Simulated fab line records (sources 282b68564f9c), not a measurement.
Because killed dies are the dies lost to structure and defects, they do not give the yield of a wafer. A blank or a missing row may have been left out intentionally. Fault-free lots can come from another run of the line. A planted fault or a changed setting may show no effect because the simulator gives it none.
fab line records | flow rit-cmos
record: lots: 14 | wafers: 42 | last-day: 7
route steps=202 shown PLDD@122
lots that met no fault: taken from a fault-free run of the same line
start-h: hours from the record's first day to the start of the lot's first wafer shown | wait-h: hours from the lot's prior step to this one | " as in the row above | L1.1+2: a row that stands for several wafers | - either no value or no given start | * or withheld: withheld | < > ~ a bound
route shown NAME@n: a module of which the file shows steps, and the number in the route of the first | usual: the fault-free wafers' mean and standard deviation | same: alike in all rows | chamber/n: place in a boat | sites: the reading at each site | _std_site: their standard deviation | _edge_site: mean of outer sites minus mean of inner sites | radius-mm: how far each site lies from the wafer's centre | mask NAME#n: copy n | behind: the tool/chamber that last shaped the wafer | hold: why the lot went on hold/how many hours it stayed there/how the hold came to an end | device: which transistor (n, p or np) failed to switch | end of line: tests of these same wafers at the route's end | where a step has no rows: the recipe by itself | killed: count of dies lost to structure and defects at first sort (not the wafer's yield) | map: dies across one wafer; x = killed, . = not, _ = none there
set.NAME: the run value of the setting; set.NAME@STEP: its run value at that earlier step | model.NAME: the simulator's own value behind a step, which no gauge read
one table for each step of the route and one row for each wafer, over a sample of lots
services: when a tool's chamber went out of use (start-h, in hours from the record's first day, below 0 if earlier), for how many hours, and the reason
== steps ==
step: RIT_PLDD_IMPLANT_08
recipe: species: BF2 | energy-kev: 20 | dose-cm2: 9.189e+14 | tilt-deg: 7
usual: beam-energy-keV: 20.000/0.0066 | beam-on-s: 9.98/0.18
lot.wafer | tool         | chamber | start-h | wait-h | beam-energy-keV | beam-on-s
L943.3    | implanter-03 | 0       | 42.34   | 0.1    | 20.001          | 10.15
L943.4    | "            | 0       | "       | "      | 19.998          | 9.88
L943.6    | "            | 0       | "       | "      | 20.009          | 9.77
L944.1    | implanter-02 | 0       | 47.61   | 0.1    | 19.995          | 9.85
L944.3    | "            | 0       | "       | "      | 20.001          | 10.36
L944.6    | "            | 0       | "       | "      | 19.994          | 9.91
L945.1    | implanter-02 | 0       | 53.59   | 0.1    | 20.002          | 9.94
L945.2    | "            | 0       | "       | "      | 20.001          | 10.03
L945.6    | "            | 0       | "       | "      | 19.996          | 10.28
L946.2    | implanter-03 | 0       | 59.36   | 0.1    | 20.003          | 9.83
L946.3    | "            | 0       | "       | "      | 20.009          | 9.96
L946.5    | "            | 0       | "       | "      | 20.007          | 10.06
L947.1    | implanter-04 | 0       | 66.59   | 0.1    | 20.003          | 10.18
L947.4    | "            | 0       | "       | "      | 20.010          | 10.03
L947.6    | "            | 0       | "       | "      | 20.003          | 9.65
L948.3    | implanter-04 | 0       | 68.96   | 0.1    | 20.003          | 10.10
L948.4    | "            | 0       | "       | "      | 19.999          | 10.05
L948.5    | "            | 0       | "       | "      | 19.997          | 10.27
L949.2    | implanter-02 | 0       | 72.05   | 0.1    | 19.988          | 9.79
L949.5    | "            | 0       | "       | "      | 19.996          | 9.95
L949.6    | "            | 0       | "       | "      | 19.999          | 10.13
L950.1    | implanter-03 | 0       | 79.24   | 0.1    | 20.013          | 10.12
L950.3    | "            | 0       | "       | "      | 19.990          | 9.91
L950.4    | "            | 0       | "       | "      | 19.995          | 10.24
L951.1    | implanter-03 | 0       | 83.81   | 0.1    | 20.004          | 9.57
L951.2    | "            | 0       | "       | "      | 20.001          | 9.95
L951.4    | "            | 0       | "       | "      | 20.008          | 9.99
L955.3    | implanter-03 | 0       | 104.99  | 0.1    | 19.995          | 10.12
L955.4    | "            | 0       | "       | "      | 20.008          | 10.01
L955.5    | "            | 0       | "       | "      | 20.007          | 9.69
L959.3    | implanter-03 | 0       | 125.65  | 0.1    | 19.990          | 9.69
L959.4    | "            | 0       | "       | "      | 19.993          | 10.30
L959.5    | "            | 0       | "       | "      | 19.987          | 9.78
L960.2    | implanter-03 | 0       | 129.19  | 0.1    | 20.895          | 9.75
L960.4    | "            | 0       | "       | "      | 20.903          | 10.10
L960.6    | "            | 0       | "       | "      | 20.894          | 9.88
L961.3    | implanter-03 | 0       | 136.33  | 0.1    | 20.897          | 9.97
L961.5    | "            | 0       | "       | "      | 20.899          | 9.60
L961.6    | "            | 0       | "       | "      | 20.893          | 10.11
L965.2    | implanter-04 | 0       | 157.27  | 0.1    | 19.991          | 10.14
L965.3    | "            | 0       | "       | "      | 19.994          | 9.95
L965.6    | "            | 0       | "       | "      | 19.981          | 9.64
step: RIT_SDANNEAL_RS_MEAS_06
recipe: thk-meas-gauge: four-point-probe
usual: PLDD_RS: 176.9/0.5
lot.wafer | tool          | chamber | start-h | wait-h | PLDD_RS[ohm/sq]
L943.3    | film-metro-03 | -       | 48.94   | 0.1    | 177.1
L943.4    | "             | -       | "       | "      | 177.5
L943.6    | "             | -       | "       | "      | 177.7
L944.1    | film-metro-02 | -       | 54.41   | 0.1    | 176.8
L944.3    | "             | -       | "       | "      | 177.3
L944.6    | "             | -       | "       | "      | 176.8
L945.1    | film-metro-03 | -       | 61.16   | 0.1    | 178.2
L945.2    | "             | -       | "       | "      | 177.8
L945.6    | "             | -       | "       | "      | 177.8
L946.2    | film-metro-02 | -       | 66.39   | 0.1    | 177.0
L946.3    | "             | -       | "       | "      | 177.1
L946.5    | "             | -       | "       | "      | 176.9
L947.1    | film-metro-02 | -       | 73.42   | 0.1    | 177.6
L947.4    | "             | -       | "       | "      | 177.1
L947.6    | "             | -       | "       | "      | 177.6
L948.3    | film-metro-02 | -       | 75.79   | 0.1    | 176.6
L948.4    | "             | -       | "       | "      | 176.6
L948.5    | "             | -       | "       | "      | 177.0
L949.2    | film-metro-02 | -       | 78.74   | 0.1    | 176.5
L949.5    | "             | -       | "       | "      | 176.5
L949.6    | "             | -       | "       | "      | 176.0
L950.1    | film-metro-02 | -       | 85.78   | 0.1    | 177.4
L950.3    | "             | -       | "       | "      | 177.2
L950.4    | "             | -       | "       | "      | 177.4
L951.1    | film-metro-03 | -       | 90.44   | 0.1    | 177.0
L951.2    | "             | -       | "       | "      | 177.1
L951.4    | "             | -       | "       | "      | 177.3
L955.3    | film-metro-02 | -       | 112.79  | 0.1    | 175.8
L955.4    | "             | -       | "       | "      | 176.3
L955.5    | "             | -       | "       | "      | 176.6
L959.3    | film-metro-02 | -       | 134.90  | 0.1    | 176.4
L959.4    | "             | -       | "       | "      | 176.9
L959.5    | "             | -       | "       | "      | 176.5
L960.2    | film-metro-01 | -       | 139.61  | 0.1    | 174.2
L960.4    | "             | -       | "       | "      | 174.2
L960.6    | "             | -       | "       | "      | 173.6
L961.3    | film-metro-03 | -       | 144.93  | 0.1    | 173.8
L961.5    | "             | -       | "       | "      | 174.1
L961.6    | "             | -       | "       | "      | 173.9
L965.2    | film-metro-03 | -       | 171.54  | 0.1    | 176.8
L965.3    | "             | -       | "       | "      | 176.6
L965.6    | "             | -       | "       | "      | 177.1
== services ==
tool         | chamber | start-h | hours | kind
implanter-02 | -       | 25.65   | 5.0   | repair
implanter-02 | -       | 89.52   | 1.8   | repair
implanter-03 | -       | 97.79   | 1.2   | repair
implanter-02 | -       | 133.10  | 3.3   | repair
== key ==
first-sign: step: RIT_PLDD_IMPLANT_08 | reading: beam-energy-keV | direction: up | sigmas: 99+ | usual: 20.000 | struck: 20.897
effect: step: RIT_SDANNEAL_RS_MEAS_06 | reading: PLDD_RS | direction: down | sigmas: 5.9 | usual: 176.9 | struck: 174.0
met-at RIT_PLDD_IMPLANT_08
struck-lots L960,L961
tester-left-out L960,L961
onset-between 125.65 129.19
fault: kind: process-parameter-drift | tool: implanter-03 | chamber: - | onset-h: 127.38 | steps: RIT_PLDD_IMPLANT_08 | channel: energy-kev | offset: 0.897 | shape: step | end-h: 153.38 | acts-in: these-recipes-only | stated: 20
tester-left-out: of these lots the tester's yield and bins aren't shown, on N5 and GAA mostly nor the transistor test; their killed dies are dies lost to structure and defects alone, not to doping, threshold or leakage, so they don't give the yield
